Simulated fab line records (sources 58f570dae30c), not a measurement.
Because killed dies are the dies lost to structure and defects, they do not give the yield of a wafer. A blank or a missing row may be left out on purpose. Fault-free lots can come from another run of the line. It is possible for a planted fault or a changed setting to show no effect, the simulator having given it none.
Lot-split experiment + flow berkeley_cmos170 + 5 lots, 23 wafers read, on a route of 331 steps

THE SPLIT ITSELF
At UCB170_NVT_IMPLANT_07, the setting energy_kev was moved away from the recipe's 50 on 8 of the 23 wafers read, by +2.7% to +3.2%. All remaining wafers had this setting at the recipe value.

The reading is taken at the split's own step.

THE READING
In nm, at UCB170_NVT_IMPLANT_07: implant.drp_nm, which is the simulator's own figure and was read by no gauge. No usual value for it is given in the file.

| wafer  | tool, chamber at the split | energy_kev as run | against the recipe | implant.drp_nm, nm | against lot-mates on the recipe |
|--------|----------------------------|-------------------|--------------------|--------------------|---------------------------------|
| L077.1 | implanter-03, 0            | 50                | recipe             | 18.57              | -                               |
| L077.3 | implanter-03, 0            | 50                | recipe             | 18.57              | -                               |
| L077.6 | implanter-03, 0            | 50                | recipe             | 18.57              | -                               |
| L077.2 | implanter-03, 0            | 51.35             | +2.7%              | 18.93              | +0.36                           |
| L077.5 | implanter-03, 0            | 51.35             | +2.7%              | 18.93              | +0.36                           |
| L079.2 | implanter-03, 0            | 50                | recipe             | 18.57              | -                               |
| L079.5 | implanter-03, 0            | 50                | recipe             | 18.57              | -                               |
| L079.6 | implanter-03, 0            | 50                | recipe             | 18.57              | -                               |
| L083.2 | implanter-04, 0            | 50                | recipe             | 18.57              | -                               |
| L083.3 | implanter-04, 0            | 50                | recipe             | 18.57              | -                               |
| L083.4 | implanter-04, 0            | 50                | recipe             | 18.57              | -                               |
| L083.5 | implanter-04, 0            | 50                | recipe             | 18.57              | -                               |
| L083.6 | implanter-04, 0            | 50                | recipe             | 18.57              | -                               |
| L084.1 | implanter-03, 0            | 50                | recipe             | 18.57              | -                               |
| L084.6 | implanter-03, 0            | 50                | recipe             | 18.57              | -                               |
| L084.2 | implanter-03, 0            | 51.58             | +3.2%              | 18.99              | +0.42                           |
| L084.3 | implanter-03, 0            | 51.58             | +3.2%              | 18.99              | +0.42                           |
| L084.4 | implanter-03, 0            | 51.58             | +3.2%              | 18.99              | +0.42                           |
| L085.1 | implanter-03, 0            | 50                | recipe             | 18.57              | -                               |
| L085.6 | implanter-03, 0            | 50                | recipe             | 18.57              | -                               |
| L085.3 | implanter-03, 0            | 51.43             | +2.9%              | 18.95              | +0.38                           |
| L085.4 | implanter-03, 0            | 51.43             | +2.9%              | 18.95              | +0.38                           |
| L085.5 | implanter-03, 0            | 51.43             | +2.9%              | 18.95              | +0.38                           |

THE FIT
A straight line over all 23 wafers: implant.drp_nm changes by +0.133 nm for each +1% of energy_kev; r = +1.00; the points scatter about the line by 0.00033 nm.
The same after taking each lot's own level away (the mean of its wafers on the recipe; 23 wafers): +0.133 nm for each +1%; r = +1.00; scatter 0.00033 nm.
Per that fit: largest energy_kev move, reading shift of 0.42 nm.
The lots' own levels span 18.570 to 18.570 nm.
Consequently the slope shifts little with the lot-to-lot level, the two slopes agreeing.
Check: +0.42 nm against its lot-mates is what the line predicts for one of the wafers moved furthest among these (+3.2%) when that wafer is left out of the fit. Against them it came out at +0.42 nm.

THESE WAFERS: OTHER SPLITS
These wafers also went through other splits before the reading. Each is held against what the fit with the lots' levels taken away leaves over:
| other split on the same wafers          | wafers away from the commonest value | r with implant.drp_nm (lot level and that fit taken away) |
|-----------------------------------------|--------------------------------------|-----------------------------------------------------------|
| UCB170_START_OXIDATION_02 ox_time_s     | 10                                   | -0.03                                                     |
| UCB170_ZERO_COAT_01 spin_rpm            | 5                                    | -0.17                                                     |
| UCB170_NWELL_CVD_04 nh3_flow_sccm       | 18                                   | -0.40                                                     |
| UCB170_WELLDRIVE_OXIDATION_01 ox_time_s | 15                                   | +0.54                                                     |
| UCB170_FIELD_OXIDATION_01 temp_c        | 15                                   | +0.40                                                     |
| UCB170_SCREENOX_OXIDATION_01 temp_c     | 18                                   | +0.54                                                     |

FILE'S OWN FIT
implant.drp_nm changes by +0.134 nm for each +1% of energy_kev, r = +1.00.
